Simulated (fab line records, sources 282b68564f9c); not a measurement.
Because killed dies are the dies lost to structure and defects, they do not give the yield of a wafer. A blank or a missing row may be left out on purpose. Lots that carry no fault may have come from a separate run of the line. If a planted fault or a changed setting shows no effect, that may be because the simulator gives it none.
A struck lot beside a sound one + flow rit_cmos + 17 out of 202 route steps
Sound: wafers L285.2, L285.4, L285.5. Wafers struck: L292.2, L292.4, L292.5. The cause comes at the end.
Each step with rows lists, per side, the tool, then ch with its chambers, then its first start. Under that, the readings that differ: sound wafers + struck wafers + difference of the means + sigmas: that difference in standard deviations of wafers without a fault.
alike: same words and numbers on both sides, and readings whose means sit less than 2 such deviations apart. not compared: any withheld reading, any reading some wafer has no value for, any bound like >300 that may hide the same value, and any number with overlapping values for which the record gives no deviation.
Wherever a step has rows on one side only, a row that says differs or no value, or a row with sigmas, the two part there. When numbers do not overlap yet have no deviation, they are printed without sigmas and do not part them. Lack of a reading on every wafer of one side parts them only where that side has two or more wafers.

first, 1 step without rows for these wafers: RIT_PSD_IMPLANT_08.
RIT_PSD_STRIP_09: strips in O2, time 180 s.
  sound on plasma_asher-01 ch 0,1, day 3 15:23; struck on plasma_asher-04 ch 1, day 5 04:28
  alike: drypump_motor_current_A, rf_refl_power_W
  not compared: rf_hours_counter_h
RIT_PSD_TW_MEAS_10:
  struck on film_metro-02, day 5 04:39; sound on film_metro-03, day 3 15:34
| reading | sound          | struck         | difference | sigmas |
|---------|----------------|----------------|------------|--------|
| PSD_TW  | 3521 3517 3512 | 3435 3444 3449 | -74        | -2     |
then, 3 steps without rows for these wafers: RIT_SDANNEAL_CLEAN_00 (cleans in SC1, time 600 s); RIT_SDANNEAL_CLEAN_01 (cleans in dHF, time 30 s); RIT_SDANNEAL_CLEAN_02 (cleans in SC2, time 600 s).
RIT_SDANNEAL_RTA_03: time 5 s.
  sound on rtp_anneal-02 ch 0, day 3 16:00; struck on rtp_anneal-01 ch 0, day 5 05:05
  alike: chamber_o2_ppm, ramp_up_c_per_s, wafer_temp_C_max
RIT_SDANNEAL_RS_MEAS_04: uses a four-point probe to measure.
  struck on film_metro-02, day 5 05:09; sound on film_metro-03, day 3 16:04
  alike: PSD_RS
RIT_SDANNEAL_RS_MEAS_05: uses a four-point probe to measure.
  struck on film_metro-02, day 5 05:16; sound on film_metro-03, day 3 16:11
  alike: NSD_RS
RIT_SDANNEAL_RS_MEAS_06: uses a four-point probe to measure.
  struck on film_metro-02, day 5 05:23; sound on film_metro-03, day 3 16:19
  alike: PLDD_RS
RIT_SDANNEAL_RS_MEAS_07: uses a four-point probe to measure.
  struck on film_metro-02, day 5 05:31; sound on film_metro-03, day 3 16:26
  alike: NLDD_RS
then, 1 step without rows for these wafers: RIT_SILICIDE_WET_ETCH_00 (etches SiO2 in BOE, target depth 14 nm, time 15 s).
RIT_SILICIDE_SPUTTER_01: material Ti, target thk 30 nm, time 240 s.
  struck on pvd_sputter-01, day 5 05:37; sound on pvd_sputter-01, day 3 16:32
| reading                                     | sound             | struck            | difference | sigmas |
|---------------------------------------------|-------------------|-------------------|------------|--------|
| model.Ti_of_SILICIDE_SPUTTER_01.thk_nm (nm) | 29.91 30.11 29.78 | 32.15 32.39 32.07 | +2.27      |        |
  alike: throttle_valve_pct
RIT_SILICIDE_RS_MEAS_02: uses a four-point probe to measure.
  struck on film_metro-04, day 5 05:47; sound on film_metro-01, day 3 16:43
| reading                 | sound          | struck         | difference | sigmas |
|-------------------------|----------------|----------------|------------|--------|
| SILICIDE_TI_RS (ohm/sq) | 48.1 47.6 48.2 | 43.9 43.5 44.1 | -4.1       | -6     |
RIT_SILICIDE_THK_MEAS_03: measures by xrf.
  struck on film_metro-04, day 5 05:54; sound on film_metro-01, day 3 16:49
| reading              | sound          | struck         | difference | sigmas |
|----------------------|----------------|----------------|------------|--------|
| SILICIDE_TI_THK (nm) | 30.4 30.6 30.3 | 32.1 32.4 32.1 | +1.8       | +4     |
RIT_SILICIDE_RTA_04: time 10 s, ramp up 5 s, ramp down 5 s.
  sound on rtp_anneal-01 ch 0, day 3 16:53; struck on rtp_anneal-02 ch 0, day 5 05:58
  alike: chamber_o2_ppm, wafer_temp_C_max
RIT_M1_PROBE_99:
  struck on prober-02, day 5 12:32; sound on prober-01, day 3 23:34
| reading                              | sound             | struck            | difference | sigmas |
|--------------------------------------|-------------------|-------------------|------------|--------|
| killed_at_M0_to_M3                   | 0 1 0             | 0 0 0             | +0         | -2     |
| model.etest.contact_pplus.end_ohm_um | 43.53 44.55 43.88 | 47.78 47.28 46.91 | +3.34      |        |
| model.etest.contact_nplus.end_ohm_um | 42.71 41.99 42.96 | 43.92 43.43 44.8  | +1.50      |        |
| model.etest.npoly_line.rs_ohm_sq     | 17.06 17.08 17.09 | 16.05 16.09 16.18 | -0.97      |        |
| model.etest.ppoly_line.rs_ohm_sq     | 16.55 16.52 16.48 | 15.58 15.33 15.52 | -1.04      |        |
| model.etest.npoly_sal.rs_ohm_sq      | 4.354 4.37 4.371  | 4.073 4.041 4.119 | -0.287     |        |
| model.etest.ppoly_sal.rs_ohm_sq      | 4.334 4.295 4.368 | 4.034 4.014 4.071 | -0.293     |        |
| model.etest.pplus_sal.rs_ohm_sq      | 4.343 4.312 4.309 | 4.05 4.029 4.087  | -0.27      |        |
| model.etest.nplus_sal.rs_ohm_sq      | 4.313 4.275 4.357 | 4.06 4.059 4.071  | -0.25      |        |
  alike: killed_at_contacts, killed_at_front_end, killed_dies, killed_open, killed_short

## WHERE THEY PART
First at RIT_PSD_TW_MEAS_10; last, within this record, at RIT_M1_PROBE_99.

WHY: the cause the simulator had injected
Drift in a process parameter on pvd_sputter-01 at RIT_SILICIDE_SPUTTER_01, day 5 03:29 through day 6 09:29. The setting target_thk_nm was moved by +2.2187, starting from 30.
